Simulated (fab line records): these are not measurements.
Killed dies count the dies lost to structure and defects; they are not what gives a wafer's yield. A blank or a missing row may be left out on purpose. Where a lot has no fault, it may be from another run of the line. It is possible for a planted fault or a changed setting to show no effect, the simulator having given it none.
Split-lot study	flow berkeley-cmos170	5 lots, 23 wafers read, on a route of 331 steps

## SPLIT DETAILS
At UCB170_PSD_IMPLANT_08, the setting energy-kev was moved away from the recipe's 20 on 8 of the 23 wafers read, by -5.4% to +2.7%. All remaining wafers had this setting at the recipe value.

The reading is taken at the split's own step.

## THE READING
implant.drp-nm (the simulator's own value, which no gauge read), in nm, at UCB170_PSD_IMPLANT_08. There is no usual value for it anywhere in the file.

wafer	tool, chamber at the split	energy-kev as run	against the recipe	implant.drp-nm, nm	against lot-mates on the recipe
L074.1	implanter-02, 0	20	recipe	28.34	-
L074.5	implanter-02, 0	20	recipe	28.34	-
L074.3	implanter-02, 0	20.54	+2.7%	28.91	+0.57
L074.4	implanter-02, 0	20.54	+2.7%	28.91	+0.57
L074.6	implanter-02, 0	20.54	+2.7%	28.91	+0.57
L076.1	implanter-03, 0	20	recipe	28.34	-
L076.2	implanter-03, 0	20	recipe	28.34	-
L076.3	implanter-03, 0	20	recipe	28.34	-
L077.1	implanter-04, 0	20	recipe	28.34	-
L077.4	implanter-04, 0	20	recipe	28.34	-
L077.2	implanter-04, 0	20.38	+1.9%	28.73	+0.39
L077.5	implanter-04, 0	20.38	+1.9%	28.73	+0.39
L077.6	implanter-04, 0	20.38	+1.9%	28.73	+0.39
L079.1	implanter-03, 0	20	recipe	28.34	-
L079.2	implanter-03, 0	20	recipe	28.34	-
L079.4	implanter-03, 0	20	recipe	28.34	-
L079.5	implanter-03, 0	20	recipe	28.34	-
L079.6	implanter-03, 0	20	recipe	28.34	-
L083.1	implanter-04, 0	20	recipe	28.34	-
L083.3	implanter-04, 0	20	recipe	28.34	-
L083.6	implanter-04, 0	20	recipe	28.34	-
L083.2	implanter-04, 0	18.92	-5.4%	27.25	-1.09
L083.5	implanter-04, 0	18.92	-5.4%	27.25	-1.09

THE FIT
A straight line over all 23 wafers: implant.drp-nm changes by +0.204 nm for each +1% of energy-kev; r = +1.00; the points scatter about the line by 0.0071 nm.
The same after taking each lot's own level away (the mean of its wafers on the recipe; 23 wafers): +0.204 nm for each +1%; r = +1.00; scatter 0.0071 nm.
That fit puts the effect of the largest move of energy-kev on the reading at 1.1 nm.
The lots' own levels span 28.340 to 28.340 nm.
The two slopes are in agreement: the lot-to-lot level therefore moves the slope only a little.
Check: -1.11 nm against its lot-mates is what the line predicts for one of the wafers moved furthest among these (-5.4%) when that wafer is left out of the fit. It came out at -1.09 nm against them.

## THE OTHER SPLITS THESE WAFERS WENT THROUGH
Before the reading, these wafers also passed through other splits. Each is held against what the fit with the lots' levels taken away leaves over:
other split on the same wafers	wafers away from the commonest value	r with implant.drp-nm (lot level and that fit taken away)
UCB170_PLDD_COAT_01 resist-thk-nm	8	+0.07
UCB170_NLDD_COAT_01 resist-thk-nm	7	+0.28
UCB170_NLDD_IMPLANT_08 dose-cm2	9	+0.41

## THE WHOLE CHAIN: every reading that the file lists as answering this split, in the file's order
step	what it does	reading	change (the file's fit)	r (the file's)
UCB170_PSD_IMPLANT_08		implant.rp-nm (the simulator's own value, which no gauge read)	+0.652 nm for each +1% of the setting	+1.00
UCB170_PSD_IMPLANT_08		implant.drp-nm (the simulator's own value, which no gauge read)	+0.203 nm for each +1% of the setting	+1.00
UCB170_PSD_STRIP_09	strips in O2	strip-time-to-endpoint-s	withheld for each +1% of the setting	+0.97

## THE FILE'S OWN FIT
implant.drp-nm changes by +0.203 nm for each +1% of energy-kev, r = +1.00.
